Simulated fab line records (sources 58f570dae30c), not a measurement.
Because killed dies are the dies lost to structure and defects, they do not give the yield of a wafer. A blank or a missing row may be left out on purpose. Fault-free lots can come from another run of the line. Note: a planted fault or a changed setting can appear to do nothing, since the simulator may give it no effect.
2 desks, one fault + flow berkeleyCmos170 + only its own numbers are on each desk; what lay behind them is given at the end

== THE TOOL OWNER'S DESK: rieSi-01 ==
The tool's own readings at UCB170_GATE_ETCH_15 (etches poly-Si in HBr/Cl2, stops on SiO2, time 56.3 s, target depth 278.2 nm): means of the sampled wafers that have a number, for each lot that ran on this tool. Marked OUT: a lot whose mean sits more than 4 standard deviations from the usual mean, which makes it out of limits; the brackets give that distance.
Columns: A = drypumpMotorCurrentA at UCB170_GATE_ETCH_15, usual 5.5 A; B = oesProductAu at UCB170_GATE_ETCH_15, usual 0.837 a.u.; C = throttleValvePct at UCB170_GATE_ETCH_15, usual 26.33 %
| lot  | first seen here | A   | B                | C     |
|------|-----------------|-----|------------------|-------|
| L877 | day 5 20:16     | 5.6 | 0.829            | 26.15 |
| L879 | day 6 17:18     | 5.3 | 0.836            | 26.21 |
| L882 | day 7 03:45     | 5.4 | 0.738 (-9.9) OUT | 26.15 |
| L884 | day 8 00:13     | 5.4 | 0.749 (-8.8) OUT | 26.14 |
| L886 | day 8 00:38     | 5.3 | 0.741 (-9.6) OUT | 26.21 |
| L898 | day 10 16:44    | 5.4 | 0.827            | 26.34 |
This desk's verdict: out of limits on L882, L884, L886, starting with L882 at day 7 03:45 (oesProductAu at UCB170_GATE_ETCH_15). Within limits: L877, L879, L898.

== AT THE METROLOGY DESK ==
What the gauges read for every lot (on any tool): the sampled wafers with a number, averaged. Marked OUT: a lot whose mean sits more than 4 standard deviations from the usual mean, which makes it out of limits; the brackets give that distance.
Columns: A = GATE_POLY_THK at UCB170_GATE_THK_MEAS_05, usual 214.2 nm; B = cdNm at UCB170_GATE_CD_MEAS_12, usual 349.4 nm; C = GATE_OVL at UCB170_GATE_OVL_MEAS_13, usual -3 nm
| lot  | first seen here | A     | B     | C   |
|------|-----------------|-------|-------|-----|
| L877 | day 5 19:06     | 212.6 | 348.9 | 3   |
| L879 | day 6 16:14     | 213.8 | 348.9 | -5  |
| L882 | day 7 01:36     | 210.7 | 348.2 | -3  |
| L884 | day 7 22:56     | 216.8 | 348.7 | 9   |
| L886 | day 7 22:59     | 212.8 | 350.1 | -6  |
| L893 | day 9 21:23     | 215.3 | 350.1 | -11 |
| L898 | day 10 14:15    | 213.2 | 350.5 | -6  |
This desk found nothing out of limits on any of the 7 lots.

== ALL TOGETHER ==
The tool owner's desk had the chance to raise an alarm at day 7 03:45 on L882, L884, L886.
The metrology desk saw nothing out of limits.
The metrology desk has L882, L884, L886 on record, within its limits.
All the named lots went through UCB170_GATE_ETCH_15 on rieSi-01.

== WHAT THE SIMULATOR HAD INSERTED ==
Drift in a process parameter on rieSi-01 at UCB170_GATE_ETCH_15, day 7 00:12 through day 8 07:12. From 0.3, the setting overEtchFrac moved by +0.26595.
Struck lots among those shown: L882, L884, L886.
Hours from the fault's start to each desk's first reading out of limits: the tool owner's desk, 4.
